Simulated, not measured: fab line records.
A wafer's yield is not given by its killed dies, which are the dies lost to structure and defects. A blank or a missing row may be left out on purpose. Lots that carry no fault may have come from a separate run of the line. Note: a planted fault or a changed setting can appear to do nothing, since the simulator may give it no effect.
Which tool is to blame? -- flow rit cmos -- 42 wafers sampled from 14 lots at 1 step of a route of 202

## WHAT THE GAUGES READ, wafer by wafer
No reading from a measuring or inspecting step in the record can be judged against a usual standard deviation.

## TOOL THAT RAN EACH LOT (tool first, then ch and the chambers of the sampled wafers, then the start)
lot,RIT_ACTIVE_EXPOSE_08
L331,"iline stepper-01 ch 0, day 1 15:36"
L332,"iline stepper-01 ch 0, day 1 23:51"
L334,"iline stepper-01 ch 0, day 2 07:43"
L335,"iline stepper-01 ch 0, day 2 18:23"
L336,"iline stepper-01 ch 0, day 2 18:31"
L337,"iline stepper-02 ch 0, day 2 20:11"
L339,"iline stepper-02 ch 0, day 3 06:43"
L342,"iline stepper-02 ch 0, day 3 21:13"
L343,"iline stepper-01 ch 0, day 4 02:16"
L344,"iline stepper-01 ch 0, day 4 08:49"
L345,"iline stepper-02, day 4 13:50"
L346,"iline stepper-01, day 4 17:15"
L349,"iline stepper-02 ch 0, day 5 08:35"
L351,"iline stepper-02 ch 0, day 5 20:54"
- RIT_ACTIVE_EXPOSE_08: exposes mask M1, target cd 1400 nm.

## WHAT THE TOOLS THEMSELVES READ (means of the sampled wafers that have a number; where no wafer has one, the mark that the record gives instead)
RIT_ACTIVE_EXPOSE_08.
lot,tool,exposure dose mJ cm2,focus offset nm (nm)
L331,iline stepper-01,224.86,-0.5
L332,iline stepper-01,225.09,0.0
L334,iline stepper-01,224.95,-0.4
L335,iline stepper-01,224.74,-0.0
L336,iline stepper-01,224.73,0.1
L337,iline stepper-02,224.98,-0.4
L339,iline stepper-02,225.07,-0.1
L342,iline stepper-02,225.04,0.3
L343,iline stepper-01,224.81,0.1
L344,iline stepper-01,225.05,-0.1
L345,iline stepper-02,-,-
L346,iline stepper-01,-,-
L349,iline stepper-02,225.06,-0.6
L351,iline stepper-02,224.85,0.1

## THE ANSWER, worked out from the rows above alone
Rule: what is usual is taken from the lots themselves. The widest of any qualifying gaps counts: lots, ordered by their means at a reading, are off when they make up no more than a third of the lots, leave a main group of 4 or more, and stand apart from it by 3 or more times the standard deviation of that group's means. A main group whose means are all the same, to the digits that the tables above print for the reading, isn't used. A lot without any number at a reading at which 4 lots or more have one is off too. All remaining lots with rows at the step are treated as sound. Order of review: gauges by route order, followed by the tools' own readings, for which a lot's mean as printed above is used. The first step at which some lot is off is used, and at that step the reading that is off furthest; a lot without a number counts as furthest.
Off at RIT_ACTIVE_EXPOSE_08 (exposure dose mJ cm2): L345, L346. Without a number there: L345, L346. Mean 224.94 and standard deviation 0.13 in the main group.
A tool fits if, at that step or a process step before it, it ran every lot that is off, and no sound lot after the first of them. Not one of the candidates tried fits.

## WHAT THE SIMULATOR PUT IN
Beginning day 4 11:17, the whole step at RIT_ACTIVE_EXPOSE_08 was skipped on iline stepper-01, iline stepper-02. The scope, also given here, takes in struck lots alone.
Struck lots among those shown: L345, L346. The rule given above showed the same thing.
